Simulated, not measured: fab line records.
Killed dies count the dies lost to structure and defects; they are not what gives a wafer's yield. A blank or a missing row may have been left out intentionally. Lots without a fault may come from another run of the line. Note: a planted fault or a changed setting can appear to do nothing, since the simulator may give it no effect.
Which tool did it? | flow berkeleyCmos170 | 14 lots with 42 wafers sampled at 7 steps, on a route of 331 steps

WHAT THE GAUGES SHOWED, per wafer
UCB170_GATE_CD_MEAS_12: the cd target is 350 nm.
lot  | measured     | on       | cdNm (nm)
L323 | day 6 07:20  | cdSem-01 | 351.2 351.8 349.6
L325 | day 6 07:31  | cdSem-02 | 351.5 351.7 350.9
L324 | day 6 07:34  | cdSem-01 | 350.0 351.2 351.6
L328 | day 6 19:19  | cdSem-01 | 349.6 348.6 348.2
L327 | day 6 19:32  | cdSem-01 | 349.8 350.1 349.4
L326 | day 7 08:43  | cdSem-01 | 349.1 347.8 348.3
L330 | day 7 08:59  | cdSem-01 | 350.2 349.9 349.4
L329 | day 7 09:17  | cdSem-02 | 351.0 350.1 351.5
L331 | day 7 23:34  | cdSem-01 | 348.0 347.7 347.1
L333 | day 8 08:32  | cdSem-02 | 351.7 352.4 352.8
L334 | day 8 16:16  | cdSem-02 | 349.4 348.0 348.9
L338 | day 9 07:04  | cdSem-02 | 348.1 347.1 347.9
L343 | day 10 04:05 | cdSem-01 | 348.9 349.0 348.9
L341 | day 10 04:23 | cdSem-01 | 351.8 351.0 350.5

UCB170_GATE_OVL_MEAS_13.
lot  | measured     | on         | GATE_OVL (nm)
L323 | day 6 07:26  | overlay-01 | -9 -4 -7
L325 | day 6 07:37  | overlay-01 | 7 3 9
L324 | day 6 07:41  | overlay-02 | 0 7 0
L328 | day 6 19:24  | overlay-02 | -2 0 2
L327 | day 6 19:40  | overlay-02 | -3 0 8
L326 | day 7 08:49  | overlay-02 | -1 -3 -4
L330 | day 7 09:05  | overlay-02 | -6 -3 -10
L329 | day 7 09:25  | overlay-02 | -9 -6 -10
L331 | day 7 23:40  | overlay-01 | -4 -4 1
L333 | day 8 08:39  | overlay-01 | 2 -6 2
L334 | day 8 16:23  | overlay-02 | -7 -5 -3
L338 | day 9 07:11  | overlay-02 | 6 4 -3
L343 | day 10 04:13 | overlay-02 | -2 0 -5
L341 | day 10 04:29 | overlay-02 | -1 -4 -6

UCB170_PSD_TW_MEAS_10.
lot  | measured     | on           | PSD_TW
L323 | day 6 20:19  | filmMetro-04 | 2325 2324 2317
L325 | day 6 19:53  | filmMetro-03 | 2336 2337 2323
L324 | day 6 20:07  | filmMetro-03 | 2337 2323 2338
L328 | day 7 10:33  | filmMetro-03 | 2345 2349 2357
L327 | day 7 10:16  | filmMetro-01 | 2340 2349 2349
L326 | day 7 20:38  | filmMetro-03 | 2329 2351 2346
L330 | day 7 20:55  | filmMetro-01 | 2344 2335 2350
L329 | day 7 20:48  | filmMetro-03 | 2357 2356 2354
L331 | day 8 08:47  | filmMetro-04 | 2313 2316 2321
L333 | day 8 20:56  | filmMetro-03 | 2349 2339 2337
L334 | day 9 04:58  | filmMetro-01 | 2354 2351 2344
L338 | day 9 16:35  | filmMetro-04 | 2282 2281 2273 2294 2286 2268
L343 | day 10 12:26 | filmMetro-04 | 2272 2270 2268 2270 2265 2262
L341 | day 10 14:50 | filmMetro-04 | 2313 2306 2317

UCB170_NSD_TW_MEAS_10.
lot  | measured     | on           | NSD_TW
L323 | day 6 22:19  | filmMetro-04 | 4172 4158 4167
L325 | day 6 21:55  | filmMetro-04 | 4180 4176 4174
L324 | day 6 22:02  | filmMetro-03 | 4180 4196 4180
L328 | day 7 12:11  | filmMetro-03 | 4214 4186 4227
L327 | day 7 11:50  | filmMetro-03 | 4200 4196 4189
L326 | day 7 23:05  | filmMetro-01 | 4200 4202 4209
L330 | day 7 23:46  | filmMetro-04 | 4185 4164 4166
L329 | day 7 23:36  | filmMetro-01 | 4208 4226 4197
L331 | day 8 10:17  | filmMetro-04 | 4161 4163 4179
L333 | day 9 01:14  | filmMetro-01 | 4215 4191 4185
L334 | day 9 07:41  | filmMetro-03 | 4203 4228 4223
L338 | day 10 01:11 | filmMetro-01 | 4211 4217 4198
L343 | day 10 19:07 | filmMetro-04 | 4169 4173 4183
L341 | day 10 16:41 | filmMetro-04 | 4153 4167 4161

UCB170_SDANNEAL_RS_MEAS_02: a four-point-probe measurement.
lot  | measured     | on           | PSD_RS (ohm/sq)
L323 | day 6 23:28  | filmMetro-01 | 75.5 75.4 75.6
L325 | day 6 23:02  | filmMetro-03 | 75.9 75.9 75.8
L324 | day 6 23:10  | filmMetro-04 | 75.8 75.7 75.7
L328 | day 7 13:51  | filmMetro-03 | 75.1 75.0 74.7
L327 | day 7 13:01  | filmMetro-03 | 75.9 76.0 75.7
L326 | day 8 00:11  | filmMetro-01 | 75.6 75.7 75.4
L330 | day 8 00:53  | filmMetro-01 | 75.4 75.2 75.0
L329 | day 8 00:49  | filmMetro-04 | 75.3 75.0 75.6
L331 | day 8 11:22  | filmMetro-03 | 75.5 75.8 75.3
L333 | day 9 02:20  | filmMetro-04 | 75.4 75.5 75.9
L334 | day 9 09:07  | filmMetro-01 | 75.3 75.0 75.6
L338 | day 10 02:34 | filmMetro-04 | 77.1 77.0 77.2 77.1 77.1 76.9
L343 | day 10 20:58 | filmMetro-01 | 76.7 76.6 76.7 76.6 76.5 76.6
L341 | day 10 17:56 | filmMetro-01 | 75.3 75.7 75.2

WHAT TOOL EACH LOT RAN ON (gives the tool, then ch and the chambers of the sampled wafers, and finally the start)
lot  | UCB170_PSD_IMPLANT_08           | UCB170_PSD_STRIP_09
L323 | implanter-01 ch 0, day 6 20:05  | plasmaAsher-04 ch 0,1, day 6 20:13
L325 | implanter-03 ch 0, day 6 19:39  | plasmaAsher-03 ch 0,1, day 6 19:47
L324 | implanter-02 ch 0, day 6 19:52  | plasmaAsher-02 ch 0,1, day 6 20:01
L328 | implanter-02 ch 0, day 7 10:20  | plasmaAsher-03 ch 0,1, day 7 10:28
L327 | implanter-03 ch 0, day 7 10:01  | plasmaAsher-04 ch 0,1, day 7 10:10
L326 | implanter-03 ch 0, day 7 20:25  | plasmaAsher-03 ch 0,1, day 7 20:32
L330 | implanter-03 ch 0, day 7 20:41  | plasmaAsher-04 ch 0,1, day 7 20:49
L329 | implanter-02 ch 0, day 7 20:33  | plasmaAsher-02 ch 0,1, day 7 20:42
L331 | implanter-02 ch 0, day 8 08:32  | plasmaAsher-03 ch 0,1, day 8 08:40
L333 | implanter-01 ch 0, day 8 20:43  | plasmaAsher-02 ch 0,1, day 8 20:50
L334 | implanter-02 ch 0, day 9 04:43  | plasmaAsher-04 ch 0,1, day 9 04:52
L338 | implanter-01 ch 0, day 9 16:20  | plasmaAsher-03 ch 0,1, day 9 16:29
L343 | implanter-01 ch 0, day 10 12:11 | plasmaAsher-03 ch 0,1, day 10 12:20
L341 | implanter-02 ch 0, day 10 14:35 | plasmaAsher-02 ch 0,1, day 10 14:43
- UCB170_PSD_IMPLANT_08
- UCB170_PSD_STRIP_09: strips in O2.

WHAT THE TOOLS THEMSELVES READ (means of the sampled wafers that have a number; where no wafer has one, the mark that the record gives instead)
UCB170_PSD_IMPLANT_08.
lot  | tool         | beamEnergyKeV
L323 | implanter-01 | 19.995
L325 | implanter-03 | 19.996
L324 | implanter-02 | 20.000
L328 | implanter-02 | 20.004
L327 | implanter-03 | 20.006
L326 | implanter-03 | 20.005
L330 | implanter-03 | 20.000
L329 | implanter-02 | 19.993
L331 | implanter-02 | 19.999
L333 | implanter-01 | 20.010
L334 | implanter-02 | 19.997
L338 | implanter-01 | 18.002
L343 | implanter-01 | 18.005
L341 | implanter-02 | 20.000

UCB170_PSD_STRIP_09.
lot  | tool           | drypumpMotorCurrentA (A) | oesProductAu (a.u.) | stripTimeToEndpointS (s)
L323 | plasmaAsher-04 | 6.2                      | 0.597               | 29.29
L325 | plasmaAsher-03 | 6.1                      | 0.602               | 29.34
L324 | plasmaAsher-02 | 5.8                      | 0.601               | 29.29
L328 | plasmaAsher-03 | 6.1                      | 0.598               | 29.51
L327 | plasmaAsher-04 | 6.2                      | 0.602               | 29.40
L326 | plasmaAsher-03 | 6.1                      | 0.600               | 29.43
L330 | plasmaAsher-04 | 6.2                      | 0.598               | 29.36
L329 | plasmaAsher-02 | 5.7                      | 0.599               | 29.50
L331 | plasmaAsher-03 | 6.1                      | 0.598               | 29.52
L333 | plasmaAsher-02 | 5.8                      | 0.601               | 29.40
L334 | plasmaAsher-04 | 5.9                      | 0.602               | 29.42
L338 | plasmaAsher-03 | 6.1                      | 0.613               | 28.46
L343 | plasmaAsher-03 | 6.1                      | 0.610               | 28.53
L341 | plasmaAsher-02 | 5.7                      | 0.600               | 29.34

THE ANSWER, worked out from the rows above alone
Rule: usual is defined by the lots themselves. The widest of any qualifying gaps counts: lots, ordered by their means at a reading, are off when they make up no more than a third of the lots, leave a main group of 4 or more, and stand apart from it by 3 or more times the standard deviation of that group's means. A main group is skipped when, at the precision printed for the reading in the tables above, its means are all equal. A lot without any number at a reading at which 4 lots or more have one is off too. Any other lot the step has rows for is counted as sound. First the gauges in route order, then the tools' own readings, where a lot's mean is used as printed above. At the first step where some lot is off, the reading lying furthest off is the one used; lots without a number count as furthest.
Off: L338, L343, at UCB170_PSD_IMPLANT_08 (beamEnergyKeV). Main group: mean 20.000, sd 0.0048.
A tool fits if, at that step or a process step before it, it ran every lot that is off, and no sound lot after the first of them. One fits: implanter-01 at UCB170_PSD_IMPLANT_08. A fault onset in the window from L333 (day 8 20:43, its last sound lot) to L338 (day 9 16:20, its first lot off) fits.
The tool's own readings at UCB170_PSD_IMPLANT_08 bear it out: on the lots that are off they differ by more than 5 times the standard deviation of the sound lots' means. beamEnergyKeV reads 18.003 there against 20.000 on the sound lots.

WHAT HAD BEEN PUT IN BY THE SIMULATOR
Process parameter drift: implanter-01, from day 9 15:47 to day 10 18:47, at UCB170_PSD_IMPLANT_08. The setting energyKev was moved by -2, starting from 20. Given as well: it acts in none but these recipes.
Lots struck among those shown: L338, L343. This agrees with what the rule above found.
